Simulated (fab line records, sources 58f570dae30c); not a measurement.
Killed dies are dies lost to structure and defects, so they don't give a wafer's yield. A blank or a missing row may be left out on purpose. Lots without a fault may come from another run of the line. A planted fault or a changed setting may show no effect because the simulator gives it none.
fab line records | flow berkeley_cmos170
record lots=15 wafers=45 last_day=13
route steps=331 shown ZERO@12 NWELL@16 M1@251 M3@330
lots that met no fault: from a run of the same line without faults
start_h: hours from the record's first day to the start of the lot's first wafer shown | wait_h: hours since the lot's step before | " the same as in the row above | L1.1+2: a row that stands for several wafers | - no value, or no start given | * or withheld: withheld | < > ~ a bound
route shown NAME@n: a module of which the file shows steps, and the number in the route of the first | usual: mean/standard deviation of fault-free wafers | same: alike in all rows | chamber/n: place in a boat | sites: the reading at each site | _std_site: their standard deviation | _edge_site: outer sites' mean less inner sites' | radius_mm: how far each site lies from the wafer's centre | mask NAME#n: copy n | behind: the tool/chamber that last shaped the wafer | hold: why the lot was held/for how many hours/how that ended | device: the transistor (n, p or np) that didn't switch | end of line: the same wafers' tests at the end of the route | a step without rows: its recipe alone | killed: dies lost to structure and defects at the first sort, not the wafer's yield | map: a wafer's dies, x killed, . not, _ none there
set.NAME: the setting as run; set.NAME@STEP: as run at that earlier step | model.NAME: the simulator's own value behind a step, which no gauge read
steps of the route over a sample of lots; a table a step, a row a wafer
services: from which hour (start_h, from the record's first day; less than 0 if before it) a tool's chamber was out of use, for how many hours, and why
## steps
# step UCB170_ZERO_ETCH_06
# recipe chemistry=CHF3/CF4/Ar target=SiO2 time_s=12 pressure_mtorr=100 rf_w=500 CHF3_flow_sccm=50 cf4_flow_sccm=10 Ar_flow_sccm=120 over_etch_frac=1.58
# usual chamber_pressure_mTorr=100.00/0.097 drypump_motor_current_A=5.6/0.33 oes_product_au=0.623/0.011 throttle_valve_pct=9.35/0.17
# columns lot.wafer tool chamber start_h wait_h chamber_pressure_mTorr drypump_motor_current_A oes_product_au rf_hours_counter_h throttle_valve_pct
L804.1 rie_diel-01 0 23.53 - 100.15 5.7 0.628 157 9.30
L804.4 " 1 " " 100.05 5.3 0.643 167 9.54
L804.6 " 2 " " 100.00 5.9 0.605 - 9.57
L805.1 rie_diel-01 3 24.80 - 100.08 5.4 0.633 10 8.99
L805.3 " 0 " " 99.91 5.6 0.628 157 9.32
L805.5 " 2 " " 99.94 5.9 0.612 - 9.57
L806.1 rie_diel-01 2 34.93 - 100.00 5.9 0.610 12 9.58
L806.3 " 3 " " 100.01 5.4 0.647 12 8.99
L806.5 " 1 " " 100.04 5.3 0.631 - 9.52
L807.4 rie_diel-01 2 39.08 - 99.95 5.9 0.617 12 9.58
L807.5 " 2 " " 100.00 5.9 0.610 - 9.57
L807.6 " 1 " " 100.02 5.3 0.638 - 9.53
L812.2 rie_diel-02 1 60.36 - 99.92 6.3 0.603 32 9.32
L812.5 " 1 " " 99.86 6.3 0.601 - 9.31
L812.6 " 2 " " 100.04 6.0 0.627 - 9.24
L814.2 rie_diel-04 2 72.59 - 99.93 5.9 0.612 14 9.38
L814.4 " 1 " " 99.90 5.9 0.625 151 9.34
L814.6 " 3 " " 100.06 5.5 0.617 - 9.41
L815.2 rie_diel-04 1 77.90 - 99.85 5.9 0.632 152 9.32
L815.4 " 2 " " 99.93 5.9 0.605 14 9.37
L815.6 " 1 " " 100.02 5.9 0.637 - 9.33
L817.2 rie_diel-04 1 84.08 - 100.05 5.9 0.629 152 9.33
L817.3 " 2 " " 100.05 5.9 0.614 14 9.39
L817.6 " 1 " " 99.89 5.9 0.622 - 9.32
L816.1 rie_diel-01 3 84.36 - 99.87 5.4 0.632 15 9.00
L816.5 " 3 " " 100.14 5.4 0.634 - 9.00
L816.6 " 0 " " 99.85 5.5 0.635 - 9.30
L819.1 rie_diel-02 2 93.14 - 100.02 6.0 0.628 8 9.24
L819.5 " 2 " " 99.97 6.0 0.631 - 9.23
L819.6 " 1 " " 100.07 6.3 0.613 - 9.30
L822.2 rie_diel-04 3 109.22 - 100.19 5.4 0.616 159 9.43
L822.5 " 3 " " 99.97 5.4 0.610 - 9.43
L822.6 " 2 " " 99.98 5.8 0.607 - 9.38
L824.1 rie_diel-04 1 119.40 - 99.96 5.9 0.631 154 9.35
L824.2 " 3 " " 100.05 5.4 0.613 160 9.43
L824.6 " 3 " " 99.99 5.4 0.617 - 9.43
L823.1 rie_diel-01 1 119.57 - 99.93 5.3 0.637 2 9.52
L823.2 " 3 " " 100.08 5.4 0.635 16 9.00
L823.6 " 1 " " 99.93 5.3 0.637 - 9.54
L825.1 rie_diel-02 3 126.97 - 100.02 5.0 0.629 10 9.39
L825.2 " 0 " " 100.05 5.5 0.625 2 9.09
L825.3 " 2 " " 100.06 6.0 0.633 9 9.24
L826.1 rie_diel-01 3 133.26 - 100.14 5.4 0.631 17 8.98
L826.2 " 1 " " 99.94 5.3 0.638 2 9.53
L826.6 " 2 " " 100.07 5.9 0.616 - 9.54
# step UCB170_NWELL_THK_MEAS_02
# recipe reads=SiO2_of_NWELL_OXIDATION_01
# usual NWELL_OXIDE_THK=26.3/0.51
# columns lot.wafer tool chamber start_h wait_h NWELL_OXIDE_THK[nm]
L804.1 film_metro-03 - 29.89 0.0 26.3
L804.4 " - " " 26.6
L804.6 " - " " 26.6
L805.1 film_metro-01 - 29.89 0.0 26.8
L805.3 " - " " 26.8
L805.5 " - " " 27.1
L806.1 film_metro-01 - 38.84 0.0 25.3
L806.3 " - " " 25.3
L806.5 " - " " 25.3
L807.4 film_metro-03 - 48.03 0.0 25.9
L807.5 " - " " 26.2
L807.6 " - " " 26.2
L812.2 film_metro-04 - 68.74 0.0 26.3
L812.5 " - " " 26.7
L812.6 " - " " 25.9
L814.2 film_metro-04 - 79.00 0.0 26.8
L814.4 " - " " 26.9
L814.6 " - " " 26.7
L815.2 film_metro-04 - 84.18 0.0 26.4
L815.4 " - " " 26.6
L815.6 " - " " 26.6
L816.1 film_metro-04 - 89.68 0.0 27.1
L816.5 " - " " 26.4
L816.6 " - " " 27.1
L817.2 film_metro-03 - 89.69 0.0 27.1
L817.3 " - " " 27.0
L817.6 " - " " 26.6
L819.1 film_metro-01 - 98.78 0.0 25.7
L819.5 " - " " 25.9
L819.6 " - " " 25.6
L822.2 film_metro-03 - 114.68 0.0 26.6
L822.5 " - " " 26.8
L822.6 " - " " 26.2
L823.1 film_metro-04 - 123.68 0.0 26.3
L823.2 " - " " 26.8
L823.6 " - " " 26.6
L824.1 film_metro-03 - 123.68 0.0 26.7
L824.2 " - " " 27.0
L824.6 " - " " 26.6
L825.1 film_metro-01 - 134.40 0.0 25.3
L825.2 " - " " 25.3
L825.3 " - " " 24.9
L826.1 film_metro-01 - 143.44 0.0 26.1
L826.2 " - " " 26.0
L826.6 " - " " 26.2
# step UCB170_M1_STRIP_13
# recipe chemistry=O2 power_w=400 pressure_mtorr=3500 platen_temp_c=withheld o2_flow_sccm=400 overash_fraction=0.5
# usual chamber_pressure_mTorr=3500/3.1 drypump_motor_current_A=5.6/0.38 oes_product_au=0.720/0.0043 overash_fraction=0.5/0
# columns lot.wafer tool chamber start_h wait_h chamber_pressure_mTorr drypump_motor_current_A oes_product_au overash_fraction rf_hours_counter_h
L805.1 plasma_asher-02 0 187.55 0.1 3498 6.1 0.724 0.5 44
L805.3 " 0 " " 3499 6.1 0.712 0.5 -
L805.5 " 0 " " 3498 6.1 0.720 0.5 -
L804.1 plasma_asher-03 1 187.68 0.1 3503 5.5 0.720 0.5 40
L804.4 " 1 " " 3506 5.5 0.721 0.5 -
L804.6 " 1 " " 3501 5.5 0.724 0.5 -
L806.1 plasma_asher-03 1 193.91 0.1 3496 5.5 0.717 0.5 41
L806.3 " 0 " " 3504 5.2 0.717 0.5 -
L806.5 " 0 " " 3499 5.2 0.725 0.5 -
L807.4 plasma_asher-01 1 201.36 0.1 3500 6.2 0.718 0.5 -
L807.5 " 1 " " 3495 6.2 0.717 0.5 -
L807.6 " 0 " " 3501 5.6 0.730 0.5 -
L812.2 plasma_asher-03 0 217.72 0.2 3500 5.2 0.724 0.5 43
L812.5 " 1 " " 3496 5.5 0.720 0.5 -
L812.6 " 0 " " 3497 5.2 0.717 0.5 -
L815.2 plasma_asher-01 1 225.21 0.1 3498 6.2 0.724 0.5 51
L815.4 " 1 " " 3498 6.3 0.723 0.5 -
L815.6 " 0 " " 3503 5.6 0.728 0.5 -
L814.2 plasma_asher-03 0 226.28 0.2 3500 5.2 0.639 0.8 44
L814.4 " 1 " " 3497 5.5 0.713 0.5 -
L814.6 " 1 " " 3499 5.5 0.712 0.5 -
L817.2 plasma_asher-03 1 238.76 0.1 3503 5.5 0.729 0.5 46
L817.3 " 0 " " 3500 5.2 0.645 0.8 -
L817.6 " 1 " " 3496 5.5 0.720 0.5 -
L816.1 plasma_asher-02 1 238.96 0.1 3497 5.4 0.719 0.5 50
L816.5 " 1 " " 3499 5.3 0.717 0.5 -
L816.6 " 0 " " 3501 6.1 0.725 0.5 -
L819.1 plasma_asher-03 1 247.71 0.1 3497 5.5 0.725 0.5 47
L819.5 " 1 " " 3504 5.5 0.714 0.5 -
L819.6 " 0 " " 3501 5.2 0.643 0.8 -
L824.1 plasma_asher-01 0 266.40 0.1 3499 5.6 0.719 0.5 55
L824.2 " 1 " " 3495 6.2 0.710 0.5 55
L824.6 " 0 " " 3498 5.6 0.724 0.5 -
L823.1 plasma_asher-02 0 267.41 0.1 3505 6.1 0.719 0.5 53
L823.2 " 1 " " 3501 5.3 0.725 0.5 53
L823.6 " 1 " " 3502 5.4 0.718 0.5 -
L822.2 plasma_asher-02 1 267.93 0.1 3501 5.4 0.715 0.5 53
L822.5 " 1 " " 3498 5.4 0.726 0.5 -
L822.6 " 0 " " 3499 6.1 0.718 0.5 -
L825.1 plasma_asher-02 1 289.64 0.1 3500 5.3 0.722 0.5 56
L825.2 " 0 " " 3501 6.1 0.721 0.5 56
L825.3 " 1 " " 3506 5.4 0.711 0.5 -
L826.1 plasma_asher-01 1 299.37 0.1 3501 6.3 0.717 0.5 59
L826.2 " 0 " " 3499 5.6 0.718 0.5 59
L826.6 " 1 " " 3507 6.3 0.721 0.5 -
# step UCB170_M3_BOW_MEAS_20
# recipe mode=bow
# usual M3_BOW=34/6.8
# columns lot.wafer tool chamber start_h wait_h M3_BOW[um]
L805.1 film_metro-02 - 201.79 0.1 46
L805.3 " - " " 34
L805.5 " - " " 36
L804.1 film_metro-02 - 202.88 0.1 33
L804.4 " - " " 39
L804.6 " - " " 33
L806.1 film_metro-01 - 207.62 0.1 29
L806.3 " - " " 33
L806.5 " - " " 40
L807.4 film_metro-02 - 213.41 0.1 39
L807.5 " - " " 32
L807.6 " - " " 29
L812.2 film_metro-01 - 230.75 0.1 31
L812.5 " - " " 45
L812.6 " - " " 35
L815.2 film_metro-04 - 240.25 0.1 29
L815.4 " - " " 25
L815.6 " - " " 34
L814.2 film_metro-01 - 243.23 0.1 36
L814.4 " - " " 29
L814.6 " - " " 36
L817.2 film_metro-01 - 252.02 0.1 31
L817.3 " - " " 38
L817.6 " - " " 35
L816.1 film_metro-02 - 252.59 0.1 36
L816.5 " - " " 20
L816.6 " - " " 35
L819.1 film_metro-01 - 261.58 0.1 23
L819.5 " - " " 39
L819.6 " - " " 28
L824.1 film_metro-01 - 283.21 0.1 27
L824.2 " - " " 33
L824.6 " - " " 41
L822.2 film_metro-01 - 286.27 0.1 38
L822.5 " - " " 37
L822.6 " - " " 32
L823.1 film_metro-02 - 287.01 0.1 43
L823.2 " - " " 38
L823.6 " - " " 30
L825.1 film_metro-04 - 302.49 0.1 27
L825.2 " - " " 48
L825.3 " - " " 16
L826.1 film_metro-02 - 316.21 0.1 44
L826.2 " - " " 43
L826.6 " - " " 32
## services
# columns tool chamber start_h hours kind
rie_diel-01 0 2.17 5.9 repair
rie_diel-02 3 9.56 2.2 repair
rie_diel-02 1 9.80 1.5 repair
rie_diel-04 3 60.36 11.8 repair
rie_diel-04 0 87.84 20.2 repair
plasma_asher-02 - 104.42 3.5 repair
rie_diel-02 1 123.11 4.5 repair
rie_diel-02 0 133.55 19.1 repair
rie_diel-01 3 151.27 1.7 repair
plasma_asher-01 - 155.11 5.2 repair
rie_diel-04 2 156.77 3.9 repair
rie_diel-02 0 159.63 2.1 repair
rie_diel-01 3 162.82 17.8 repair
rie_diel-04 0 164.42 10.6 repair
rie_diel-02 - 187.76 0.3 repair
rie_diel-02 2 188.01 2.7 repair
plasma_asher-02 - 196.50 2.8 pm
rie_diel-01 - 205.63 1.5 repair
rie_diel-02 2 219.47 4.8 repair
rie_diel-01 2 224.37 6.6 repair
rie_diel-02 0 225.63 8.0 repair
plasma_asher-01 - 225.93 0.7 repair
rie_diel-01 - 278.85 2.8 pm
rie_diel-01 - 285.94 0.3 repair
## key
first_sign step=UCB170_M1_STRIP_13 reading=overash_fraction direction=up sigmas=99+ usual=0.5 struck=0.8
effect step=UCB170_M1_STRIP_13 reading=oes_product_au direction=down sigmas=18 usual=0.720 struck=0.642
met_at UCB170_M1_STRIP_13
struck_lots L814,L817,L819
struck_wafers L814.2,L817.3,L819.6
sort_left_out L819.6
not_acting_at UCB170_ZERO_ETCH_06,UCB170_NWELL_THK_MEAS_02,UCB170_M3_BOW_MEAS_20
onset_between 217.72 226.28
fault kind=process_parameter_drift tool=plasma_asher-03 chamber=0 onset_h=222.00 steps=UCB170_M1_STRIP_13 channel=overash_fraction offset=0.3 shape=step end_h=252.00 acts_in=these_recipes_only stated=0.5
# sort_left_out: the simulated sort isn't trusted on such a fault, so these wafers' sort isn't shown, and their yield isn't known
